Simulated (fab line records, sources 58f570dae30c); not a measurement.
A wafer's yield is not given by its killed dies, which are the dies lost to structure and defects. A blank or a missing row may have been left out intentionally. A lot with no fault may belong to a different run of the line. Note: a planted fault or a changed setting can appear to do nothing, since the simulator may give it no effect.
Problem report in the 8D (eight disciplines) form, filled by code    flow berkeley-cmos170    the parts of the form that need people (team, actions taken, sign-off) are left out

== 1. WHAT IS WRONG ==
SILICIDE_TI_RS at UCB170_SILICIDE_RS_MEAS_02 reads a mean of 34.1 ohm/sq on 6 wafers of 2 lots; wafers without a fault read 26.2 ohm/sq with a standard deviation of 0.34. That puts it +23 standard deviations away from the usual mean.
The step: measures by four-point-probe.
First observed at day 9 23:31: wafer L309.2, on film-metro-03. The record holds 39 wafers of 13 lots with a number at this step. Rule for "out" (also "out of limits"): further than 4 standard deviations from the usual mean. Any other wafer with a number is counted as sound.

== 2. WHAT IT IS, AND WHAT IT ISN'T ==
question                     is                            is not
which readings at this step  SILICIDE_TI_RS                -
which lots                   L309, L313                    L299, L300, L301, L302, L303, L304, L305, L318, L319, L321, L322
which wafers of those lots   all that have a number        -
read on which gauges         film-metro-03, film-metro-04  film-metro-02
when                         from day 9 23:31              up to then (21 sound wafers); but 12 sound wafers of L318, L319, L321, L322 came after

== 3. THE SUSPECTS, EACH WITH WHAT RULES IT OUT ==
Counting: a tool stays on the suspect list if, at a process step up to the reading, it processed all lots that are out and no sound lot following the first of them.
- the gauge at UCB170_SILICIDE_RS_MEAS_02 has been ruled out. 2 gauges (film-metro-03, film-metro-04) read the wafers that are out.
- pvd-sputter-02 at UCB170_SILICIDE_SPUTTER_01 (material Ti, target thk 30 nm, time 25 s): kept. It processed each lot that is out, first L309 at day 9 23:28, and no sound lot thereafter; up to then, the last sound lot it processed was L304 at day 8 20:45.
Remaining after the count: pvd-sputter-02 at UCB170_SILICIDE_SPUTTER_01.

== 4. THE CAUSE (what the simulator had put in) ==
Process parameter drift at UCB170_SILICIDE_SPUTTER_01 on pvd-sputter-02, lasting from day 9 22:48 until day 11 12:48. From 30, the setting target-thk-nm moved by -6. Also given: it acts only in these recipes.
The count eliminated every tool but this one.

== 5. THE CHAIN OF EFFECTS, in route order ==
Rows list readings where the struck wafers' mean (over those with a number) sits beyond 3 standard deviations from the usual. Only readings for which the record gives a usual standard deviation are gone through. hours: the time from each lot's start at the first step in this table that gives one to its start at this step, as a median over the lots. sigmas: the change in usual standard deviations.
hours  step                         reading          usual        on struck wafers  change  sigmas
0      UCB170_SILICIDE_RS_MEAS_02   SILICIDE_TI_RS   26.2 ohm/sq  34.1              +7.9    +23
0      UCB170_SILICIDE_THK_MEAS_03  SILICIDE_TI_THK  30.8 nm      24.6              -6.2    -20

== 6. HOW IT WOULD HAVE BEEN CAUGHT EARLIER ==
In this record the first reading out of limits at a measuring or inspecting step was taken at day 9 23:31, 1 hour after the fault began at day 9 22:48.
No tool reading at UCB170_SILICIDE_SPUTTER_01 that has a usual standard deviation in the record was out on any struck wafer, so an alarm limit of 4 standard deviations on those readings would not have fired.
Of the lots that are out (2), L313 began UCB170_SILICIDE_SPUTTER_01 on pvd-sputter-02 after day 9 23:31. A hold on the tool at that time would have spared it.
